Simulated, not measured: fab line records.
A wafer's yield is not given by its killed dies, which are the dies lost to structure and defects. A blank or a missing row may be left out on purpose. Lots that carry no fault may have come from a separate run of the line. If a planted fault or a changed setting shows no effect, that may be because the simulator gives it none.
Split-lot study | flow berkeley_cmos170 | route with 331 steps; 5 lots, 23 wafers read

## THE SPLIT
At UCB170_CONTACT_COAT_10 (resist thk 900 nm), the setting resist_thk_nm was moved away from the recipe's 900 nm on 8 of the 23 wafers read, by +2.0% to +4.4%. The other wafers ran this setting at the recipe's value.

## FROM THE SPLIT TO THE READING: what the file shows between them, 3 steps
- UCB170_CONTACT_SOFTBAKE_11: time 60 s
- UCB170_CONTACT_EXPOSE_12: exposes mask CONT, target cd 700 nm
- UCB170_CONTACT_ETCH_17: etches BARC in N2/H2

## THE READING
KrF_of_CONTACT_COAT_10.thk_nm (the simulator's own value, which no gauge read), in nm, at UCB170_CONTACT_ETCH_18 (etches PSG in CHF3/CF4/Ar, stops on TiSi2, target depth 840 nm, time 195 s). The file gives no usual value for it. The 15 wafers here that ran the recipe average 693.0 nm, standard deviation 3.4 nm.

wafer  | tool, chamber at the split | resist_thk_nm as run, nm | against the recipe | KrF_of_CONTACT_COAT_10.thk_nm, nm | against lot-mates on the recipe
L074.1 | litho_track-01, 0          | 931.2                    | +3.5%              | 721.2                             | +27.1
L074.2 | litho_track-01, 0          | 931.2                    | +3.5%              | 719.8                             | +25.7
L074.4 | litho_track-01, 0          | 900                      | recipe             | 695.3                             | -
L074.5 | litho_track-01, 0          | 900                      | recipe             | 692.9                             | -
L074.6 | litho_track-01, 0          | 931.2                    | +3.5%              | 721.4                             | +27.3
L075.2 | litho_track-02, 0          | 900                      | recipe             | 691                               | -
L075.3 | litho_track-02, 0          | 900                      | recipe             | 691.1                             | -
L075.4 | litho_track-02, 0          | 918.2                    | +2.0%              | 704.1                             | +14.2
L075.5 | litho_track-02, 0          | 900                      | recipe             | 687.6                             | -
L075.6 | litho_track-02, 0          | 918.2                    | +2.0%              | 707.4                             | +17.5
L078.1 | litho_track-03, 0          | 900                      | recipe             | 696                               | -
L078.2 | litho_track-03, 0          | 900                      | recipe             | 691.1                             | -
L078.3 | litho_track-03, 0          | 900                      | recipe             | 696.6                             | -
L078.4 | litho_track-03, 0          | 900                      | recipe             | 686.2                             | -
L078.6 | litho_track-03, 0          | 900                      | recipe             | 689                               | -
L077.1 | litho_track-02, 0          | 939.5                    | +4.4%              | 728                               | +31.1
L077.2 | litho_track-02, 0          | 939.5                    | +4.4%              | 736.6                             | +39.8
L077.3 | litho_track-02, 0          | 900                      | recipe             | 696                               | -
L077.4 | litho_track-02, 0          | 900                      | recipe             | 697.7                             | -
L077.6 | litho_track-02, 0          | 939.5                    | +4.4%              | 734.2                             | +37.4
L079.2 | litho_track-03, 0          | 900                      | recipe             | 693.4                             | -
L079.4 | litho_track-03, 0          | 900                      | recipe             | 695.6                             | -
L079.5 | litho_track-03, 0          | 900                      | recipe             | 696                               | -

THE FIT
A straight line over all 23 wafers: KrF_of_CONTACT_COAT_10.thk_nm changes by +8.59 nm for each +1% of resist_thk_nm; r = +0.97; the points scatter about the line by 3.7 nm.
The same after taking each lot's own level away (the mean of its wafers on the recipe; 23 wafers): +8.03 nm for each +1%; r = +0.98; scatter 2.7 nm.
The reading moves by 35 nm for the largest change in resist_thk_nm, on that fit.
Measured against the standard deviation above, the lots' own levels, which go from 689.90 to 696.85 nm, span 2.0 times it.
Consequently the slope shifts little with the lot-to-lot level, the two slopes agreeing.
Check: for one of the wafers moved furthest among these (+4.4%), held out of the fit, the line's prediction against its lot-mates is +36.1 nm. Against them it came out at +31.1 nm.

## THESE WAFERS: OTHER SPLITS
Other splits were also applied to these wafers ahead of the reading. Each is held against what the fit with the lots' levels taken away leaves over:
other split on the same wafers   | wafers away from the commonest value | r with KrF_of_CONTACT_COAT_10.thk_nm (lot level and that fit taken away)
UCB170_PSD_IMPLANT_08 energy_kev | 6                                    | -0.23

## THE WHOLE CHAIN: every reading that the file lists as answering this split, in the file's order
step                   | what it does                                                               | reading                                                                        | change (the file's fit)              | r (the file's)
UCB170_CONTACT_COAT_10 | resist thk 900 nm                                                          | KrF_of_CONTACT_COAT_10.thk_nm (the simulator's own value, which no gauge read) | +8.57 nm for each +1% of the setting | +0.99
UCB170_CONTACT_ETCH_18 | etches PSG in CHF3/CF4/Ar, stops on TiSi2, target depth 840 nm, time 195 s | KrF_of_CONTACT_COAT_10.thk_nm (the simulator's own value, which no gauge read) | +8 nm for each +1% of the setting    | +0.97

## FILE'S OWN FIT
KrF_of_CONTACT_COAT_10.thk_nm changes by +8 nm for each +1% of resist_thk_nm, r = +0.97.
